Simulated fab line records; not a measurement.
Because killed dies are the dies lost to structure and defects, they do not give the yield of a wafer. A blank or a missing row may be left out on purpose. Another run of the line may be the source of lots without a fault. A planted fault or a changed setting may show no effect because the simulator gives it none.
8D (eight disciplines) problem report, filled in by code || flow rit_cmos || the parts of the form that need people (team, actions taken, sign-off) are left out

## 1. WHAT WENT WRONG
tilt_deg at RIT_NLDD_IMPLANT_08 reads a mean of 7.349 degrees on 9 wafers of 3 lots; wafers without a fault read 6.999 degrees with a standard deviation of 0.019. Measured from the usual mean, that is +18 standard deviations.
First observed at day 3 19:43: wafer L536.1, on implanter-01. Wafers with a number at this step in the record: 45, from 15 lots. Rule for "out" (also "out of limits"): further than 4 standard deviations from the usual mean. The rest of the wafers with a number are treated as sound.

## 2. WHAT IT IS; WHAT IT IS NOT
{"question": "which readings at this step", "is": "tilt_deg", "is not": "beam_energy_keV, end_station_pressure_torr"}
{"question": "which lots", "is": "L536, L537, L539", "is not": "L531, L532, L535, L538, L544, L545, L547, L549, L551, L552, L553, L554"}
{"question": "which wafers of those lots", "is": "all that have a number", "is not": "-"}
{"question": "read on which tools", "is": "implanter-01", "is not": "implanter-02, implanter-04"}
{"question": "when", "is": "from day 3 19:43", "is not": "up to then (9 sound wafers); but 27 sound wafers of L538, L544, L545, L547, L549, L551, L552, L553, L554 came after"}

## 3. THE SUSPECTS, EACH WITH WHAT RULES IT OUT
Counting: a tool at any process step up to the reading remains a suspect when it ran all the lots that are out and ran no sound lot after the first of those.
- implanter-01 at RIT_NLDD_IMPLANT_08: ruled out as a lasting fault. After its first lot that is out, L536 (day 3 19:43), sound lots L552, L553, L554 ran on it.
Left after counting: nothing in the record.

## 4. THE CAUSE (what the simulator had put in)
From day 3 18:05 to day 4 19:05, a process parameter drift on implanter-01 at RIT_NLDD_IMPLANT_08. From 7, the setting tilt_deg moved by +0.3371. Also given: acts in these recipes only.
Counting ruled it out, wrongly.

## 5. THE EFFECT CHAIN, in route order
Rows list readings where the struck wafers' mean (over those with a number) sits beyond 3 standard deviations from the usual. Only readings whose record carries a usual standard deviation are examined. hours: median over the lots of the time between each lot's start at the first step of this table that gives one and its start at this step. sigmas: the change, counted in usual standard deviations.
{"hours": 0, "step": "RIT_NLDD_IMPLANT_08", "reading": "tilt_deg", "usual": "6.999 degrees", "on struck wafers": 7.349, "change": "+0.350", "sigmas": "+18"}
Process steps it contains:
- RIT_NLDD_IMPLANT_08

## 6. HOW IT WOULD HAVE BEEN CAUGHT EARLIER
In this record no reading fell out of limits until day 3 19:43, 2 hours after the fault had begun at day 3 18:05.
